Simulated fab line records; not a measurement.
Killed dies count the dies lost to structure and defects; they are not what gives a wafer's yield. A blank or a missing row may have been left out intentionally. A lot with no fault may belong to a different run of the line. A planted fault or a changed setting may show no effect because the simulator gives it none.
Which tool is to blame? -- flow ritCmos -- 13 lots with 39 wafers sampled at 3 steps, on a route of 202 steps

## WHAT EACH GAUGE READ, for each wafer
RIT_NLDD_TW_MEAS_10.
lot,measured,on,NLDD_TW
L115,day 2 17:22,filmMetro-04,2506 2496 2525
L116,day 2 23:47,filmMetro-04,2508 2521 2503
L117,day 3 04:20,filmMetro-02,2511 2508 2512
L118,day 3 09:50,filmMetro-02,2517 2504 2519
L119,day 3 14:25,filmMetro-01,2495 2488 2483
L120,day 3 18:21,filmMetro-01,2473 2470 2468
L121,day 3 23:02,filmMetro-01,2473 2475 2479
L130,day 5 21:26,filmMetro-04,2298 2307 2294
L131,day 6 02:01,filmMetro-04,2312 2298 2311
L134,day 6 16:56,filmMetro-01,2482 2491 2478
L135,day 6 22:26,filmMetro-04,2505 2519 2520
L136,day 7 02:37,filmMetro-02,2495 2500 2501
L137,day 7 07:46,filmMetro-02,2498 2516 2509

RIT_SDANNEAL_RS_MEAS_07: measures by four-point-probe.
lot,measured,on,NLDD_RS (ohm/sq)
L115,day 3 01:14,filmMetro-04,152.6 152.3 152.5
L116,day 3 07:25,filmMetro-04,152.8 152.4 152.9
L117,day 3 12:19,filmMetro-02,152.0 152.0 152.4
L118,day 3 18:12,filmMetro-04,152.0 151.6 151.8
L119,day 3 22:07,filmMetro-01,150.4 150.3 150.7
L120,day 4 02:20,filmMetro-04,152.3 152.1 152.5
L121,day 4 06:58,filmMetro-04,151.8 151.3 151.6
L130,day 6 05:14,filmMetro-01,195.2 195.6 194.7
L131,day 6 09:57,filmMetro-02,195.1 195.0 195.1
L134,day 7 01:31,filmMetro-02,151.8 151.6 151.4
L135,day 7 06:24,filmMetro-01,152.2 152.3 152.1
L136,day 7 10:31,filmMetro-04,152.0 152.2 152.3
L137,day 7 15:23,filmMetro-04,151.9 151.9 151.5

## TOOL THAT RAN EACH LOT (tool first, then ch and the chambers of the sampled wafers, then the start)
lot,RIT_NLDD_IMPLANT_08
L115,"implanter-03 ch 0, day 2 17:04"
L116,"implanter-04 ch 0, day 2 23:31"
L117,"implanter-03 ch 0, day 3 04:01"
L118,"implanter-04 ch 0, day 3 09:32"
L119,"implanter-03 ch 0, day 3 14:06"
L120,"implanter-04 ch 0, day 3 18:02"
L121,"implanter-02 ch 0, day 3 22:42"
L130,"implanter-03 ch 0, day 5 21:08"
L131,"implanter-03 ch 0, day 6 01:43"
L134,"implanter-04 ch 0, day 6 16:37"
L135,"implanter-02 ch 0, day 6 22:08"
L136,"implanter-02 ch 0, day 7 02:19"
L137,"implanter-02 ch 0, day 7 07:26"
- RIT_NLDD_IMPLANT_08

## AS READ BY THE TOOLS THEMSELVES (means over the sampled wafers that have a number; for cases with no such wafer, the mark the record gives instead)
The record holds no such reading with a usual standard deviation.

## THE ANSWER, worked out from the rows above alone
Rule: the lots themselves supply what counts as usual. Put in order of their means at a reading, lots are off if they are a third of the lots or fewer, leave a main group of 4 or more, and stand apart from it by a gap of 3 or more times the standard deviation of the main group's means; of several such gaps the widest counts. The tables above print the reading to a certain number of digits; a main group whose means all agree to those digits is not used. Also off: a lot with no number at a reading for which 4 or more lots have one. The other lots that the step has rows for count as sound. After the gauges, taken in route order, come the tools' own readings; for these a lot's mean is taken, as printed above. At the first step where some lot is off, the reading lying furthest off is the one used; lots without a number count as furthest.
Off: L130, L131, seen at RIT_NLDD_TW_MEAS_10 (NLDD_TW). For the main group the mean is 2498 and the standard deviation 15.
If a tool, at a process step before that reading, ran all the lots that are off and no sound lot after the first of them, it fits. Not tried: the gauges at RIT_NLDD_TW_MEAS_10; whatever is off there is also off at RIT_SDANNEAL_RS_MEAS_07, on other tools, and gauge error can't account for it. One fits: RIT_NLDD_IMPLANT_08 on implanter-03. A fault onset in the window from L119 (day 3 14:06, its last sound lot) to L130 (day 5 21:08, its first lot off) fits.

## WHAT THE SIMULATOR PUT IN
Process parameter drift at RIT_NLDD_IMPLANT_08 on implanter-03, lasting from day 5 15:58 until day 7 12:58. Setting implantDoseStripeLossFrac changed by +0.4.
Shown lots that were struck: L130, L131. The same result came from the rule above.
